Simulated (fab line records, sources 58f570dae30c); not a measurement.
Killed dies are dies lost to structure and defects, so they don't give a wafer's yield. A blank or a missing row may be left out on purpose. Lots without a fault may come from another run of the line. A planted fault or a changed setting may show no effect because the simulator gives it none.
Split-lot experiment | flow berkeley_cmos170 | 5 lots, 23 wafers read, on a route of 331 steps

THE SPLIT
At UCB170_ACTIVE_EXPOSE_10 (exposes mask ACTIVE, target cd 1200 nm), the setting dose_mj was moved away from the recipe's 20 on 8 of the 23 wafers read, by -4.8% to +3.0%. The other wafers ran this setting at the recipe's value.

FROM THE SPLIT TO THE READING: what the file shows between them, 5 steps
- UCB170_ACTIVE_PEB_11
- UCB170_ACTIVE_DEVELOP_12: develop time 45 s
- UCB170_ACTIVE_CD_MEAS_13: target cd 1200 nm
- UCB170_ACTIVE_ETCH_15: etches Si3N4 in CH3F/Ar/O2, stops on SiO2, target depth 242 nm, time 151 s (also split here: time_s)
- UCB170_ACTIVE_STRIP_16: strips in O2

THE READING
cd_nm, in nm, at UCB170_ACTIVE_CD_MEAS_90 (target cd 1200 nm). Fault-free wafers of this fab line usually give 1199.2 nm, standard deviation 1.3 nm.

wafer  | tool, chamber at the split | dose_mj as run | against the recipe | cd_nm, nm | against lot-mates on the recipe
L076.1 | krf_scanner-02, 0          | 20.6           | +3.0%              | 1192.8    | -5.0
L076.2 | krf_scanner-02, 0          | 20.6           | +3.0%              | 1192.5    | -5.2
L076.3 | krf_scanner-02, 0          | 20             | recipe             | 1198.0    | -
L076.4 | krf_scanner-02, 0          | 20.6           | +3.0%              | 1192.8    | -5.0
L076.6 | krf_scanner-02, 0          | 20             | recipe             | 1197.5    | -
L078.1 | krf_scanner-02, 0          | 20             | recipe             | 1199.9    | -
L078.2 | krf_scanner-02, 0          | 20             | recipe             | 1198.4    | -
L078.4 | krf_scanner-02, 0          | 20             | recipe             | 1200.2    | -
L078.5 | krf_scanner-02, 0          | 20             | recipe             | 1198.5    | -
L078.6 | krf_scanner-02, 0          | 20             | recipe             | 1200.1    | -
L077.1 | krf_scanner-01, 0          | 20.56          | +2.8%              | 1192.8    | -6.1
L077.2 | krf_scanner-01, 0          | 20             | recipe             | 1198.7    | -
L077.4 | krf_scanner-01, 0          | 20             | recipe             | 1199.1    | -
L077.5 | krf_scanner-01, 0          | 20.56          | +2.8%              | 1192.8    | -6.1
L077.6 | krf_scanner-01, 0          | 20.56          | +2.8%              | 1193.5    | -5.4
L082.1 | krf_scanner-02, 0          | 20             | recipe             | 1200.5    | -
L082.3 | krf_scanner-02, 0          | 20             | recipe             | 1201.9    | -
L082.4 | krf_scanner-02, 0          | 20             | recipe             | 1201.0    | -
L083.1 | krf_scanner-01, 0          | 20             | recipe             | 1198.6    | -
L083.3 | krf_scanner-01, 0          | 19.04          | -4.8%              | 1207.5    | +8.0
L083.4 | krf_scanner-01, 0          | 20             | recipe             | 1200.2    | -
L083.5 | krf_scanner-01, 0          | 19.04          | -4.8%              | 1207.4    | +7.9
L083.6 | krf_scanner-01, 0          | 20             | recipe             | 1199.6    | -

THE FIT
A straight line over all 23 wafers: cd_nm changes by -1.95 nm for each +1% of dose_mj; r = -0.96; the points scatter about the line by 1.1 nm.
The same after taking each lot's own level away (the mean of its wafers on the recipe; 23 wafers): -1.76 nm for each +1%; r = -0.99; scatter 0.65 nm.
On that fit, the largest move of dose_mj shifts the reading by 8.5 nm.
The lots' own levels span 1197.75 to 1201.13 nm, that is 2.6 times the standard deviation above.
So the lot-to-lot level changes the slope: the two fits differ.
Check: with one of the wafers moved furthest among these (-4.8%) left out of the fit, the line predicts +8.48 nm for it against its lot-mates. It came out at +8.03 nm against them.

OTHER SPLITS ON THESE WAFERS
These wafers also went through other splits before the reading. Each is held against what the fit with the lots' levels taken away leaves over:
other split on the same wafers     | wafers away from the commonest value | r with cd_nm (lot level and that fit taken away)
UCB170_ZERO_STRIP_07 o2_flow_sccm  | 10                                   | -0.01
UCB170_PWELL_COAT_08 resist_thk_nm | 5                                    | +0.01
UCB170_ACTIVE_ETCH_15 time_s       | 10                                   | -0.30

THE WHOLE CHAIN: every reading that the file lists as answering this split, in the file's order
step                     | what it does      | reading | change (the file's fit)              | r (the file's)
UCB170_ACTIVE_CD_MEAS_13 | target cd 1200 nm | cd_nm   | -1.79 nm for each +1% of the setting | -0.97
UCB170_ACTIVE_CD_MEAS_90 | target cd 1200 nm | cd_nm   | -1.75 nm for each +1% of the setting | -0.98

THE FILE'S OWN FIT
cd_nm changes by -1.75 nm for each +1% of dose_mj, r = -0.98.
